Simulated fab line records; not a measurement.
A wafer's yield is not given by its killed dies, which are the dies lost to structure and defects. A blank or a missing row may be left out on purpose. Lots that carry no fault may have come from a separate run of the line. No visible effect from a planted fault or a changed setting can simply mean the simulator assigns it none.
Code-filled problem report in 8D (eight disciplines) form -- flow ritCmos -- the parts of the form that need people (team, actions taken, sign-off) are left out

## 1. WHAT IS WRONG
NWELL_RS at RIT_WELLDRIVE_RS_MEAS_01 reads a mean of 286.6 ohm/sq on 9 wafers of 3 lots; wafers without a fault read 275.5 ohm/sq with a standard deviation of 0.85. Measured from the usual mean, that is +13 standard deviations.
The step: measures by four-point-probe.
First observed at day 4 00:57: wafer L558.1, on filmMetro-01. The record holds 45 wafers of 15 lots with a number at this step. By rule, "out" or "out of limits" means more than 4 standard deviations away from the usual mean. The other wafers with a number count as sound.

## 2. WHAT IT IS, WHAT IT ISN'T
question,is,is not
which readings at this step,NWELL_RS,-
which lots,"L558, L560, L562","L551, L552, L553, L554, L556, L557, L559, L561, L571, L572, L573, L574"
which wafers of those lots,all that have a number,-
read on which gauges,"filmMetro-01, filmMetro-02, filmMetro-04",-
when,from day 4 00:57,"up to then (18 sound wafers); but 18 sound wafers of L559, L561, L571, L572, L573, L574 came after"

## 3. THE SUSPECTS, EACH WITH WHAT RULES IT OUT
Counting: any tool at a process step up to the reading is kept as a suspect provided that every lot that is out went through it and no sound lot did after the first of them.
- the gauge at RIT_WELLDRIVE_RS_MEAS_01 has been ruled out. The wafers that are out were read on 3 gauges (filmMetro-01, filmMetro-02, filmMetro-04).
- furnace-04 at RIT_WELLDRIVE_ANNEAL_00 (time 14700 s): kept. It processed each lot that is out, first L558 at day 3 19:52, and no sound lot thereafter; up to then, the last sound lot it processed was L557 at day 3 09:08. Its own readings are out on those wafers: runLengthS.
The count leaves furnace-04 at RIT_WELLDRIVE_ANNEAL_00.

## 4. THE CAUSE (what the simulator had put in)
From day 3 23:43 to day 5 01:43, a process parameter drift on furnace-04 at RIT_WELLDRIVE_ANNEAL_00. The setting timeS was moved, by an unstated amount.
The count eliminated every tool but this one.

## 5. SEQUENCE OF EFFECTS, ordered by route
Each row: a reading where the mean over the struck wafers with a number is more than 3 standard deviations away from the usual. Readings are gone through only where the record gives a usual standard deviation; hours: the median, over the lots, of the time from a lot's start at the first step in this table giving one to that lot's start at this step; sigmas: the change measured in usual standard deviations.
hours,step,reading,usual,on struck wafers,change,sigmas
0,RIT_WELLDRIVE_ANNEAL_00,runLengthS,18271 s,15322,-2949,-99 or more
5,RIT_WELLDRIVE_RS_MEAS_01,NWELL_RS,275.5 ohm/sq,286.6,+11.1,+13
5,RIT_WELLDRIVE_RS_MEAS_02,PWELL_RS,426.1 ohm/sq,438.5,+12.4,+8.3
It contains these process steps:
- RIT_WELLDRIVE_ANNEAL_00: time 14700 s.

## 6. WHAT WOULD HAVE CAUGHT IT SOONER
In this record the first reading out of limits at a measuring or inspecting step was taken at day 4 00:57, 1 hour after the fault began at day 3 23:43.
Tool's own readings at RIT_WELLDRIVE_ANNEAL_00, runLengthS: out on all struck wafers the step has rows for; an alarm limit on them would have tripped on the first.
Among the 3 lots that are out, L560, L562 began RIT_WELLDRIVE_ANNEAL_00 on furnace-04 after day 4 00:57. A hold on the tool at that time would have spared those 2.
